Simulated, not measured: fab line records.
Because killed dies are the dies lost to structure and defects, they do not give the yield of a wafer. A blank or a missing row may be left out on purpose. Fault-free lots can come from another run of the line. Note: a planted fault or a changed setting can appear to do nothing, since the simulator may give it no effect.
Lot-split experiment -- flow berkeleyCmos170 -- route with 331 steps; 5 lots, 23 wafers read

THE SPLIT ITSELF
At UCB170_WELLDRIVE_OXIDATION_01 (target thk 199 nm, ox time 9000 s), the setting oxTimeS was moved away from the recipe's 9000 s on 15 of the 23 wafers read, by -9.0% to +13.7%. For the rest of the wafers, this setting stayed at what the recipe calls for.

Between the split and the reading, the file records no step.

THE READING
Values of WELLDRIVE_OXIDE_THK in nm from UCB170_WELLDRIVE_THK_MEAS_02. Typical for fault-free wafers on this fab line: 198 nm, with standard deviation 3.3 nm.

wafer,"tool, chamber at the split","oxTimeS as run, s",against the recipe,"WELLDRIVE_OXIDE_THK, nm",against lot-mates on the recipe
L077.1,"-, -",10230,+13.7%,218,no lot-mate on the recipe
L077.2,"-, -",10230,+13.7%,218,no lot-mate on the recipe
L077.3,"-, -",10230,+13.7%,217,no lot-mate on the recipe
L077.5,"-, -",10230,+13.7%,218,no lot-mate on the recipe
L077.6,"-, -",10230,+13.7%,217,no lot-mate on the recipe
L079.2,"furnace-02, 0",9000,recipe,202,-
L079.5,"furnace-02, 0",9000,recipe,200,-
L079.6,"furnace-02, 0",9000,recipe,202,-
L083.2,"-, -",9701,+7.8%,209,no lot-mate on the recipe
L083.3,"-, -",9701,+7.8%,208,no lot-mate on the recipe
L083.4,"-, -",9701,+7.8%,204,no lot-mate on the recipe
L083.5,"-, -",9701,+7.8%,207,no lot-mate on the recipe
L083.6,"-, -",9701,+7.8%,206,no lot-mate on the recipe
L084.1,"-, -",8188,-9.0%,185,no lot-mate on the recipe
L084.2,"-, -",8188,-9.0%,185,no lot-mate on the recipe
L084.3,"-, -",8188,-9.0%,185,no lot-mate on the recipe
L084.4,"-, -",8188,-9.0%,185,no lot-mate on the recipe
L084.6,"-, -",8188,-9.0%,185,no lot-mate on the recipe
L085.1,"-, -",9000,recipe,192,-
L085.3,"-, -",9000,recipe,197,-
L085.4,"-, -",9000,recipe,194,-
L085.5,"-, -",9000,recipe,197,-
L085.6,"-, -",9000,recipe,191,-

FIT RESULTS
A straight line over all 23 wafers: WELLDRIVE_OXIDE_THK changes by +1.41 nm for each +1% of oxTimeS; r = +0.97; the points scatter about the line by 2.8 nm.
Too few moved wafers have a lot-mate on the recipe to fit a line with each lot's own level taken away.

THE WHOLE CHAIN: every reading that the file lists as answering this split, in the file's order
step,what it does,reading,change (the file's fit),r (the file's)
UCB170_WELLDRIVE_OXIDATION_01,"target thk 199 nm, ox time 9000 s","SiO2_of_WELLDRIVE_OXIDATION_01.thkNm (the simulator's own value, which no gauge read)",+1.4 nm for each +1% of the setting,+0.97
UCB170_WELLDRIVE_THK_MEAS_02,,WELLDRIVE_OXIDE_THK,+1.4 for each +1% of the setting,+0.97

FILE'S OWN FIT
WELLDRIVE_OXIDE_THK changes by +1.4 nm for each +1% of oxTimeS, r = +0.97.
